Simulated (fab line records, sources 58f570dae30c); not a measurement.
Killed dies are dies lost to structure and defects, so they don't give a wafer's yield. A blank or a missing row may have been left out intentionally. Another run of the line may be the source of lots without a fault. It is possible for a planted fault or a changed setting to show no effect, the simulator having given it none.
fab line records | flow berkeley-cmos170
record lots=13 | wafers=39 | last-day=11
route steps=331 shown M1@238 V1@254 M2@272
lots that met no fault: taken from a fault-free run of the same line
start-h: start of the lot's first displayed wafer, in hours after the record's first day | wait-h: how many hours have passed since the lot's step before this one | " repeats the value in the row above | L1.1+2: one row covering several wafers at once | - no value, or no start given | * or withheld: withheld | < > ~ a bound
route shown NAME@n: NAME is a module with steps in the file, n the number in the route of the first one | usual: mean/standard deviation taken from wafers without a fault | same: alike in all rows | chamber/n: place in a boat | sites: per-site readings | _std_site: the values' standard deviation | _edge_site: mean of outer sites minus mean of inner sites | radius-mm: for every site, how far away it sits from the centre of the wafer | mask NAME#n: copy n | behind: the last tool/chamber to shape the wafer | hold: why the lot was held/for how many hours/how that ended | device: which transistor (n, p or np) failed to switch | end of line: the route-end tests of the same wafers | step lacking rows: just its recipe | killed: at the first sort, the dies lost to defects and structure; wafer yield is something else | map: the dies of a wafer, with x for killed, . for not killed, _ for no die there
set.NAME: the setting that was run; set.NAME@STEP: the one run at that earlier step | model.NAME: the simulator's own value behind a step, which no gauge read
one table for each step of the route and one row for each wafer, over a sample of lots
services: from which hour (start-h, from the record's first day; less than 0 if before it) a tool's chamber was out of use, for how many hours, and why
## steps
# step UCB170_M1_SPUTTER_00
# recipe material=Al | target-thk-nm=600 | time-s=80 | power-w=6000 | chamber-pressure-pa=0.5
# usual throttle-valve-pct=30.1/0.99
lot.wafer | tool           | chamber | start-h | wait-h | throttle-valve-pct
L430.1    | pvd-sputter-02 | -       | 168.10  | 0.0    | 28.9
L430.2    | "              | -       | "       | "      | 28.9
L430.6    | "              | -       | "       | "      | 31.0
L433.1    | pvd-sputter-01 | -       | 176.25  | 0.0    | 30.7
L433.5    | "              | -       | "       | "      | 29.6
L433.6    | "              | -       | "       | "      | 28.9
L432.2    | pvd-sputter-02 | -       | 176.96  | 0.0    | 28.9
L432.4    | "              | -       | "       | "      | 31.3
L432.6    | "              | -       | "       | "      | 29.3
L435.1    | pvd-sputter-02 | -       | 193.44  | 0.0    | 29.5
L435.2    | "              | -       | "       | "      | 29.1
L435.6    | "              | -       | "       | "      | 29.1
L434.1    | pvd-sputter-01 | -       | 195.38  | 0.0    | 29.0
L434.2    | "              | -       | "       | "      | 30.4
L434.4    | "              | -       | "       | "      | 29.7
L436.1    | pvd-sputter-03 | -       | 196.22  | 0.0    | 30.6
L436.5    | "              | -       | "       | "      | 31.0
L436.6    | "              | -       | "       | "      | 30.5
L439.3    | pvd-sputter-01 | -       | 198.44  | 0.0    | 29.6
L439.4    | "              | -       | "       | "      | 30.7
L439.6    | "              | -       | "       | "      | 30.6
L437.2    | pvd-sputter-03 | -       | 200.97  | 0.0    | 30.2
L437.3    | "              | -       | "       | "      | 28.0
L437.4    | "              | -       | "       | "      | 30.9
L441.1    | pvd-sputter-01 | -       | 202.05  | 0.0    | 29.5
L441.2    | "              | -       | "       | "      | 31.2
L441.4    | "              | -       | "       | "      | 30.8
L445.2    | pvd-sputter-01 | -       | 225.35  | 0.0    | 31.4
L445.3    | "              | -       | "       | "      | 29.2
L445.6    | "              | -       | "       | "      | 29.1
L449.1    | pvd-sputter-02 | -       | 242.98  | 0.0    | 31.2
L449.4    | "              | -       | "       | "      | 28.9
L449.6    | "              | -       | "       | "      | 31.5
L452.2    | pvd-sputter-03 | -       | 250.88  | 0.0    | 28.1
L452.3    | "              | -       | "       | "      | 30.9
L452.4    | "              | -       | "       | "      | 30.3
L451.3    | pvd-sputter-02 | -       | 251.38  | 0.0    | 29.0
L451.4    | "              | -       | "       | "      | 30.8
L451.5    | "              | -       | "       | "      | 31.3
# step UCB170_M1_CD_MEAS_90
# recipe target-cd-nm=700
# usual cd-nm=699.8/2.5
lot.wafer | tool      | chamber | start-h | wait-h | cd-nm
L430.1    | cd-sem-02 | -       | 170.42  | 0.1    | 703.1
L430.2    | "         | -       | "       | "      | 698.8
L430.6    | "         | -       | "       | "      | 700.8
L433.1    | cd-sem-02 | -       | 178.68  | 0.1    | 700.6
L433.5    | "         | -       | "       | "      | 697.3
L433.6    | "         | -       | "       | "      | 698.1
L432.2    | cd-sem-02 | -       | 178.83  | 0.1    | 703.0
L432.4    | "         | -       | "       | "      | 697.5
L432.6    | "         | -       | "       | "      | 701.1
L435.1    | cd-sem-01 | -       | 195.14  | 0.1    | 699.0
L435.2    | "         | -       | "       | "      | 696.3
L435.6    | "         | -       | "       | "      | 698.1
L434.1    | cd-sem-01 | -       | 197.25  | 0.1    | 700.8
L434.2    | "         | -       | "       | "      | 698.6
L434.4    | "         | -       | "       | "      | 700.1
L436.1    | cd-sem-02 | -       | 198.21  | 0.1    | 699.7
L436.5    | "         | -       | "       | "      | 700.0
L436.6    | "         | -       | "       | "      | 699.4
L439.3    | cd-sem-01 | -       | 201.07  | 0.5    | 696.8
L439.4    | "         | -       | "       | "      | 701.8
L439.6    | "         | -       | "       | "      | 701.3
L437.2    | cd-sem-01 | -       | 203.11  | 0.1    | 701.8
L437.3    | "         | -       | "       | "      | 700.4
L437.4    | "         | -       | "       | "      | 699.0
L441.1    | cd-sem-01 | -       | 204.60  | 0.2    | 700.8
L441.2    | "         | -       | "       | "      | 701.2
L441.4    | "         | -       | "       | "      | 701.2
L445.2    | cd-sem-01 | -       | 227.60  | 0.1    | 700.8
L445.3    | "         | -       | "       | "      | 700.9
L445.6    | "         | -       | "       | "      | 698.1
L449.1    | cd-sem-02 | -       | 244.81  | 0.1    | 700.6
L449.4    | "         | -       | "       | "      | 700.8
L449.6    | "         | -       | "       | "      | 699.2
L452.2    | cd-sem-02 | -       | 252.75  | 0.1    | 701.1
L452.3    | "         | -       | "       | "      | 703.1
L452.4    | "         | -       | "       | "      | 698.0
L451.3    | cd-sem-01 | -       | 253.32  | 0.1    | 700.0
L451.4    | "         | -       | "       | "      | 696.8
L451.5    | "         | -       | "       | "      | 701.9
# step UCB170_V1_CVD_00
# recipe material=SiO2 | target-thk-nm=2000 | temp-c=390 | precursor=TEOS/O2 | time-s=250 | rf-w=550 | pressure-mtorr=9000
# usual heater-power-w=263/58 | pressure-mtorr=9000/16
lot.wafer | tool     | chamber | start-h | wait-h | heater-power-w | pressure-mtorr
L430.1    | pecvd-02 | 2       | 174.10  | 0.0    | 287            | 9000
L430.2    | "        | 0       | "       | "      | 273            | 9001
L430.6    | "        | 1       | "       | "      | 286            | 9002
L432.2    | pecvd-01 | 0       | 180.78  | 0.0    | 258            | 9013
L432.4    | "        | 2       | "       | "      | 271            | 8994
L432.6    | "        | 0       | "       | "      | 189            | 9014
L433.1    | pecvd-03 | 1       | 180.78  | 0.0    | 273            | 9019
L433.5    | "        | 0       | "       | "      | 203            | 8972
L433.6    | "        | 1       | "       | "      | 335            | 9013
L434.1    | pecvd-02 | 0       | 200.48  | 0.0    | 278            | 9003
L434.2    | "        | 2       | "       | "      | 303            | 8985
L434.4    | "        | 2       | "       | "      | 220            | 8981
L435.1    | pecvd-03 | 0       | 200.48  | 0.0    | 259            | 8986
L435.2    | "        | 2       | "       | "      | 178            | 8997
L435.6    | "        | 1       | "       | "      | 248            | 9000
L436.1    | pecvd-01 | 2       | 200.48  | 0.0    | 367            | 9006
L436.5    | "        | 1       | "       | "      | 237            | 8971
L436.6    | "        | 0       | "       | "      | 191            | 9014
L437.2    | pecvd-01 | 2       | 204.82  | 0.0    | 348            | 8990
L437.3    | "        | 1       | "       | "      | 320            | 8976
L437.4    | "        | 2       | "       | "      | 263            | 8999
L439.3    | pecvd-03 | 1       | 204.82  | 0.0    | 352            | 8975
L439.4    | "        | 1       | "       | "      | 235            | 8975
L439.6    | "        | 0       | "       | "      | 274            | 9003
L441.1    | pecvd-02 | 2       | 208.61  | 0.0    | 254            | 8991
L441.2    | "        | 1       | "       | "      | 383            | 9000
L441.4    | "        | 1       | "       | "      | 279            | 9022
L445.2    | pecvd-01 | 2       | 229.40  | 0.0    | 289            | 9001
L445.3    | "        | 0       | "       | "      | 200            | 8961
L445.6    | "        | 0       | "       | "      | 262            | 8994
L449.1    | pecvd-02 | 0       | 247.27  | 0.0    | 264            | 9017
L449.4    | "        | 0       | "       | "      | 207            | 9027
L449.6    | "        | 1       | "       | "      | 373            | 8998
L451.3    | pecvd-01 | 2       | 257.04  | 0.0    | 360            | 9020
L451.4    | "        | 0       | "       | "      | 190            | 8981
L451.5    | "        | 2       | "       | "      | 263            | 9018
L452.2    | pecvd-03 | 1       | 257.04  | 0.0    | 263            | 8992
L452.3    | "        | 0       | "       | "      | 213            | 9026
L452.4    | "        | 2       | "       | "      | 138            | 9012
# step UCB170_M2_SPUTTER_01
# recipe material=Al | target-thk-nm=900 | time-s=120 | power-w=6000 | chamber-pressure-pa=0.5
# usual throttle-valve-pct=29.9/1
lot.wafer | tool           | chamber | start-h | wait-h | throttle-valve-pct
L430.1    | pvd-sputter-04 | -       | 177.57  | 0.0    | 30.8
L430.2    | "              | -       | "       | "      | 28.7
L430.6    | "              | -       | "       | "      | 30.7
L433.1    | pvd-sputter-03 | -       | 184.27  | 0.0    | 29.8
L433.5    | "              | -       | "       | "      | 31.0
L433.6    | "              | -       | "       | "      | 30.6
L432.2    | pvd-sputter-04 | -       | 184.39  | 0.0    | 28.7
L432.4    | "              | -       | "       | "      | 29.4
L432.6    | "              | -       | "       | "      | 29.5
L435.1    | pvd-sputter-04 | -       | 203.59  | 0.0    | 29.1
L435.2    | "              | -       | "       | "      | 29.4
L435.6    | "              | -       | "       | "      | 30.5
L434.1    | pvd-sputter-03 | -       | 204.43  | 0.0    | 28.1
L434.2    | "              | -       | "       | "      | 30.5
L434.4    | "              | -       | "       | "      | 30.4
L436.1    | pvd-sputter-01 | -       | 204.55  | 0.0    | 29.5
L436.5    | "              | -       | "       | "      | 30.8
L436.6    | "              | -       | "       | "      | 31.2
L439.3    | pvd-sputter-01 | -       | 208.99  | 0.0    | 29.1
L439.4    | "              | -       | "       | "      | 29.5
L439.6    | "              | -       | "       | "      | 30.7
L437.2    | pvd-sputter-03 | -       | 209.43  | 0.0    | 28.1
L437.3    | "              | -       | "       | "      | 30.6
L437.4    | "              | -       | "       | "      | 30.1
L441.1    | pvd-sputter-03 | -       | 211.71  | 0.0    | 31.3
L441.2    | "              | -       | "       | "      | 28.0
L441.4    | "              | -       | "       | "      | 29.9
L445.2    | pvd-sputter-03 | -       | 231.87  | 0.0    | 30.6
L445.3    | "              | -       | "       | "      | 30.0
L445.6    | "              | -       | "       | "      | 27.9
L449.1    | pvd-sputter-04 | -       | 251.50  | 0.0    | 28.7
L449.4    | "              | -       | "       | "      | 30.6
L449.6    | "              | -       | "       | "      | 29.6
L452.2    | pvd-sputter-04 | -       | 259.78  | 0.0    | 29.7
L452.3    | "              | -       | "       | "      | 30.5
L452.4    | "              | -       | "       | "      | 29.2
L451.3    | pvd-sputter-01 | -       | 260.65  | 0.0    | 29.0
L451.4    | "              | -       | "       | "      | 31.3
L451.5    | "              | -       | "       | "      | 30.5
# step UCB170_M2_RS_MEAS_02
# recipe thk-meas-gauge=four-point-probe | reads=Al_of_M2_SPUTTER_01
# usual M2_AL_RS=0.0319/0.00036
lot.wafer | tool          | chamber | start-h | wait-h | hold                     | M2_AL_RS[ohm/sq]
L430.1    | film-metro-04 | -       | 177.66  | 0.0    | -                        | 0.0322
L430.2    | "             | -       | "       | "      | -                        | 0.0323
L430.6    | "             | -       | "       | "      | -                        | 0.0322
L433.1    | film-metro-04 | -       | 184.36  | 0.0    | -                        | 0.0317
L433.5    | "             | -       | "       | "      | -                        | 0.0318
L433.6    | "             | -       | "       | "      | -                        | 0.0322
L432.2    | film-metro-03 | -       | 184.50  | 0.1    | -                        | 0.0316
L432.4    | "             | -       | "       | "      | -                        | 0.0317
L432.6    | "             | -       | "       | "      | -                        | 0.0316
L435.1    | film-metro-04 | -       | 203.67  | 0.0    | -                        | 0.0316
L435.2    | "             | -       | "       | "      | -                        | 0.0317
L435.6    | "             | -       | "       | "      | -                        | 0.0316
L434.1    | film-metro-01 | -       | 204.51  | 0.0    | -                        | 0.0320
L434.2    | "             | -       | "       | "      | -                        | 0.0322
L434.4    | "             | -       | "       | "      | -                        | 0.0316
L436.1    | film-metro-03 | -       | 204.63  | 0.0    | -                        | 0.0321
L436.5    | "             | -       | "       | "      | -                        | 0.0321
L436.6    | "             | -       | "       | "      | -                        | 0.0321
L439.3    | film-metro-01 | -       | 209.11  | 0.1    | -                        | 0.0327
L439.4    | "             | -       | "       | "      | -                        | 0.0323
L439.6    | "             | -       | "       | "      | -                        | 0.0326
L437.2    | film-metro-03 | -       | 209.53  | 0.1    | -                        | 0.0313
L437.3    | "             | -       | "       | "      | -                        | 0.0319
L437.4    | "             | -       | "       | "      | -                        | 0.0314
L441.1    | film-metro-03 | -       | 211.80  | 0.0    | -                        | 0.0316
L441.2    | "             | -       | "       | "      | -                        | 0.0313
L441.4    | "             | -       | "       | "      | -                        | 0.0313
L445.2    | film-metro-03 | -       | 231.97  | 0.1    | await-dispo/0.2h/release | 0.0323
L445.3    | "             | -       | "       | "      | await-dispo/0.2h/release | 0.0316
L445.6    | "             | -       | "       | "      | await-dispo/0.2h/release | 0.0533
L445.2    | film-metro-03 | -       | 232.26  | 0.3    | -                        | 0.0324
L445.3    | "             | -       | "       | "      | -                        | 0.0317
L445.6    | "             | -       | "       | "      | -                        | 0.0534
L449.1    | film-metro-04 | -       | 251.60  | 0.1    | -                        | 0.0317
L449.4    | "             | -       | "       | "      | -                        | 0.0314
L449.6    | "             | -       | "       | "      | -                        | 0.0318
L452.2    | film-metro-03 | -       | 259.89  | 0.1    | -                        | 0.0312
L452.3    | "             | -       | "       | "      | -                        | 0.0321
L452.4    | "             | -       | "       | "      | -                        | 0.0320
L451.3    | film-metro-01 | -       | 260.77  | 0.1    | -                        | 0.0320
L451.4    | "             | -       | "       | "      | -                        | 0.0320
L451.5    | "             | -       | "       | "      | -                        | 0.0318
# step UCB170_M2_THK_MEAS_03
# recipe thk-meas-gauge=xrf | reads=Al_of_M2_SPUTTER_01
# usual M2_AL_THK=903/11
lot.wafer | tool          | chamber | start-h | wait-h | hold                     | M2_AL_THK[nm]
L430.1    | film-metro-04 | -       | 177.78  | 0.1    | -                        | 886
L430.2    | "             | -       | "       | "      | -                        | 892
L430.6    | "             | -       | "       | "      | -                        | 894
L433.1    | film-metro-04 | -       | 184.48  | 0.1    | -                        | 909
L433.5    | "             | -       | "       | "      | -                        | 904
L433.6    | "             | -       | "       | "      | -                        | 900
L432.2    | film-metro-03 | -       | 184.61  | 0.1    | -                        | 911
L432.4    | "             | -       | "       | "      | -                        | 909
L432.6    | "             | -       | "       | "      | -                        | 903
L435.1    | film-metro-04 | -       | 203.79  | 0.1    | -                        | 911
L435.2    | "             | -       | "       | "      | -                        | 910
L435.6    | "             | -       | "       | "      | -                        | 919
L434.1    | film-metro-01 | -       | 204.63  | 0.1    | -                        | 903
L434.2    | "             | -       | "       | "      | -                        | 894
L434.4    | "             | -       | "       | "      | -                        | 916
L436.1    | film-metro-03 | -       | 204.75  | 0.1    | -                        | 889
L436.5    | "             | -       | "       | "      | -                        | 894
L436.6    | "             | -       | "       | "      | -                        | 891
L439.3    | film-metro-01 | -       | 209.21  | 0.1    | -                        | 885
L439.4    | "             | -       | "       | "      | -                        | 892
L439.6    | "             | -       | "       | "      | -                        | 891
L437.2    | film-metro-03 | -       | 209.64  | 0.1    | -                        | 914
L437.3    | "             | -       | "       | "      | -                        | 892
L437.4    | "             | -       | "       | "      | -                        | 917
L441.1    | film-metro-03 | -       | 211.92  | 0.1    | -                        | 904
L441.2    | "             | -       | "       | "      | -                        | 912
L441.4    | "             | -       | "       | "      | -                        | 913
L445.2    | film-metro-03 | -       | 236.19  | 3.9    | await-dispo/0.2h/release | 894
L445.3    | "             | -       | "       | "      | await-dispo/0.2h/release | 909
L445.6    | "             | -       | "       | "      | await-dispo/0.2h/release | 541
L445.2    | film-metro-03 | -       | 236.42  | 0.2    | -                        | 891
L445.3    | "             | -       | "       | "      | -                        | 904
L445.6    | "             | -       | "       | "      | -                        | 544
L449.1    | film-metro-04 | -       | 251.72  | 0.1    | -                        | 904
L449.4    | "             | -       | "       | "      | -                        | 921
L449.6    | "             | -       | "       | "      | -                        | 894
L452.2    | film-metro-03 | -       | 260.00  | 0.1    | -                        | 914
L452.3    | "             | -       | "       | "      | -                        | 893
L452.4    | "             | -       | "       | "      | -                        | 894
L451.3    | film-metro-01 | -       | 260.87  | 0.1    | -                        | 908
L451.4    | "             | -       | "       | "      | -                        | 908
L451.5    | "             | -       | "       | "      | -                        | 906
# step UCB170_M2_METAL_ETCH_18
# recipe chemistry=Cl2/BCl3 | target=Al | stop-on=SiO2 | pressure-mtorr=12 | target-depth-a=11700 | over-etch-frac=0.3 | time-s=195 | icp-w=584.1 | bias-w=120 | Cl2_flow_sccm=90 | bcl3-flow-sccm=45
# usual bcl3-flow-sccm=44.99/0.13 | chamber-pressure-mTorr=12.001/0.011 | drypump-motor-current-A=5.6/0.34 | he-backside-leak-sccm=3.31/0.21 | oes-product-au=0.860/0.0096 | throttle-valve-pct=24.42/0.29
# same over-etch-frac=0.3
lot.wafer | tool         | chamber | start-h | wait-h | bcl3-flow-sccm | chamber-pressure-mTorr | drypump-motor-current-A | he-backside-leak-sccm | oes-product-au | rf-hours-counter-h | throttle-valve-pct
L430.1    | rie-metal-01 | 1       | 181.40  | -      | 45.10          | 11.988                 | 5.4                     | 3.12                  | 0.856          | 19                 | 23.92
L430.2    | "            | 0       | "       | "      | 44.72          | 11.998                 | 5.4                     | 3.30                  | 0.854          | 4                  | 24.15
L430.6    | "            | 0       | "       | "      | 44.79          | 12.004                 | 5.4                     | 3.21                  | 0.861          | -                  | 24.19
L433.1    | rie-metal-04 | 1       | 186.94  | -      | 45.03          | 11.991                 | 6.0                     | 3.15                  | 0.854          | 7                  | 24.82
L433.5    | "            | 1       | "       | "      | 44.72          | 11.998                 | 6.0                     | 3.19                  | 0.853          | -                  | 24.81
L433.6    | "            | 0       | "       | "      | 44.86          | 11.992                 | 5.9                     | 3.09                  | 0.855          | -                  | 24.67
L432.2    | rie-metal-01 | 0       | 187.66  | -      | 45.04          | 12.011                 | 5.4                     | 3.59                  | 0.867          | 4                  | 24.17
L432.4    | "            | 0       | "       | "      | 44.90          | 12.007                 | 5.3                     | 3.50                  | 0.866          | -                  | 24.19
L432.6    | "            | 0       | "       | "      | 44.92          | 11.984                 | 5.4                     | 3.53                  | 0.854          | -                  | 24.18
L435.1    | rie-metal-02 | 0       | 206.51  | -      | 45.20          | 12.012                 | 6.0                     | 3.10                  | 0.876          | 10                 | 24.24
L435.2    | "            | 1       | "       | "      | 45.41          | 12.002                 | 5.2                     | 3.57                  | 0.861          | 3                  | 24.61
L435.6    | "            | 1       | "       | "      | 44.87          | 12.014                 | 5.2                     | 3.73                  | 0.853          | -                  | 24.61
L434.1    | rie-metal-01 | 0       | 207.18  | -      | 44.88          | 11.996                 | 5.3                     | 3.33                  | 0.863          | 5                  | 24.18
L434.2    | "            | 0       | "       | "      | 44.89          | 12.001                 | 5.3                     | 3.43                  | 0.854          | -                  | 24.17
L434.4    | "            | 0       | "       | "      | 44.88          | 12.005                 | 5.3                     | 3.34                  | 0.872          | -                  | 24.19
L436.1    | rie-metal-04 | 1       | 207.39  | -      | 44.94          | 12.024                 | 6.0                     | 3.09                  | 0.846          | 7                  | 24.82
L436.5    | "            | 1       | "       | "      | 45.09          | 12.002                 | 6.0                     | 3.00                  | 0.840          | -                  | 24.82
L436.6    | "            | 0       | "       | "      | 44.95          | 12.004                 | 5.9                     | 3.04                  | 0.853          | -                  | 24.66
L439.3    | rie-metal-02 | 1       | 211.59  | -      | 44.72          | 12.000                 | 5.2                     | 3.71                  | 0.852          | -                  | 24.63
L439.4    | "            | 0       | "       | "      | 45.02          | 11.993                 | 6.0                     | 3.13                  | 0.863          | -                  | 24.26
L439.6    | "            | 1       | "       | "      | 45.09          | 12.003                 | 5.2                     | 3.64                  | 0.855          | -                  | 24.62
L437.2    | rie-metal-04 | 0       | 213.42  | -      | 45.02          | 12.003                 | 5.8                     | 3.20                  | 0.870          | 1                  | 24.65
L437.3    | "            | 0       | "       | "      | 45.06          | 12.002                 | 5.9                     | 3.12                  | 0.858          | -                  | 24.65
L437.4    | "            | 1       | "       | "      | 44.97          | 12.011                 | 6.0                     | 3.15                  | 0.850          | -                  | 24.82
L441.1    | rie-metal-04 | 1       | 216.17  | -      | 44.78          | 12.005                 | 6.0                     | 3.08                  | 0.852          | 8                  | 24.82
L441.2    | "            | 0       | "       | "      | 44.96          | 12.004                 | 5.9                     | 2.87                  | 0.864          | 1                  | 24.66
L441.4    | "            | 0       | "       | "      | 44.89          | 12.007                 | 5.9                     | 3.05                  | 0.866          | -                  | 24.63
L445.2    | rie-metal-02 | 1       | 241.66  | -      | 44.86          | 11.982                 | 5.2                     | 3.43                  | 0.845          | 5                  | 24.63
L445.3    | "            | 0       | "       | "      | 44.98          | 12.010                 | 6.0                     | 2.94                  | 0.877          | -                  | 24.26
L445.6    | "            | 0       | "       | "      | 45.12          | 12.006                 | 6.1                     | 3.06                  | 0.676          | -                  | 24.35
L449.1    | rie-metal-02 | 1       | 254.01  | -      | 45.17          | 12.007                 | 5.1                     | 3.56                  | 0.865          | 6                  | 24.62
L449.4    | "            | 0       | "       | "      | 45.08          | 12.015                 | 6.0                     | 3.18                  | 0.869          | -                  | 24.25
L449.6    | "            | 0       | "       | "      | 44.83          | 11.997                 | 6.0                     | 3.19                  | 0.868          | -                  | 24.26
L452.2    | rie-metal-02 | 0       | 262.63  | -      | 45.09          | 12.007                 | 6.0                     | 3.32                  | 0.866          | 12                 | 24.26
L452.3    | "            | 1       | "       | "      | 44.99          | 12.003                 | 5.2                     | 3.47                  | 0.860          | -                  | 24.62
L452.4    | "            | 0       | "       | "      | 45.16          | 12.023                 | 6.0                     | 3.44                  | 0.867          | -                  | 24.26
L451.3    | rie-metal-04 | 0       | 263.21  | -      | 45.04          | 12.012                 | 5.9                     | 2.96                  | 0.848          | -                  | 24.65
L451.4    | "            | 1       | "       | "      | 44.87          | 11.991                 | 6.0                     | 3.03                  | 0.849          | -                  | 24.83
L451.5    | "            | 1       | "       | "      | 45.05          | 11.990                 | 6.0                     | 2.96                  | 0.838          | -                  | 24.81
## services
tool           | chamber | start-h | hours | kind
rie-metal-04   | 0       | 144.99  | -     | clean
rie-metal-04   | 0       | 144.99  | 20.2  | scheduled-down
rie-metal-04   | 0       | 144.99  | 20.2  | vent-cycle
pecvd-02       | 0       | 149.50  | -     | clean
pecvd-02       | 1       | 149.50  | -     | clean
pecvd-02       | 2       | 149.50  | -     | clean
pecvd-01       | -       | 157.45  | 10.9  | repair
pecvd-02       | -       | 191.15  | 0.4   | repair
rie-metal-01   | 1       | 195.96  | -     | clean
rie-metal-01   | 1       | 195.96  | 26.7  | scheduled-down
rie-metal-01   | 1       | 195.96  | 26.7  | vent-cycle
pvd-sputter-03 | -       | 196.33  | 2.1   | repair
pvd-sputter-02 | -       | 224.35  | 2.1   | repair
pecvd-01       | -       | 236.62  | 0.8   | repair
pecvd-01       | -       | 244.71  | 1.4   | repair
pvd-sputter-02 | -       | 257.95  | 1.7   | repair
## key
first-sign step=UCB170_M2_RS_MEAS_02 | reading=visit | direction=added
effect step=UCB170_M2_RS_MEAS_02 | reading=M2_AL_RS | direction=up | sigmas=60 | usual=0.0319 | struck=0.0533
effect step=UCB170_M2_THK_MEAS_03 | reading=visit | direction=added
effect step=UCB170_M2_THK_MEAS_03 | reading=M2_AL_THK | direction=down | sigmas=34 | usual=903 | struck=541
effect step=UCB170_M2_METAL_ETCH_18 | reading=oes-product-au | direction=down | sigmas=19 | usual=0.860 | struck=0.676
met-at UCB170_M2_SPUTTER_01
struck-lots L445
struck-wafers L445.6
sort-left-out L445.6
not-acting-at UCB170_M1_SPUTTER_00,UCB170_M1_CD_MEAS_90,UCB170_V1_CVD_00
onset-between 211.71 231.87
fault kind=process-parameter-drift | tool=pvd-sputter-03 | chamber=- | onset-h=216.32 | steps=UCB170_M2_SPUTTER_01 | channel=time-s | offset=* | shape=step | end-h=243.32 | acts-in=* | stated=* | scope=struck-wafers-only
# sort-left-out: the simulated sort isn't trusted on such a fault, so these wafers' sort isn't shown, and their yield isn't known
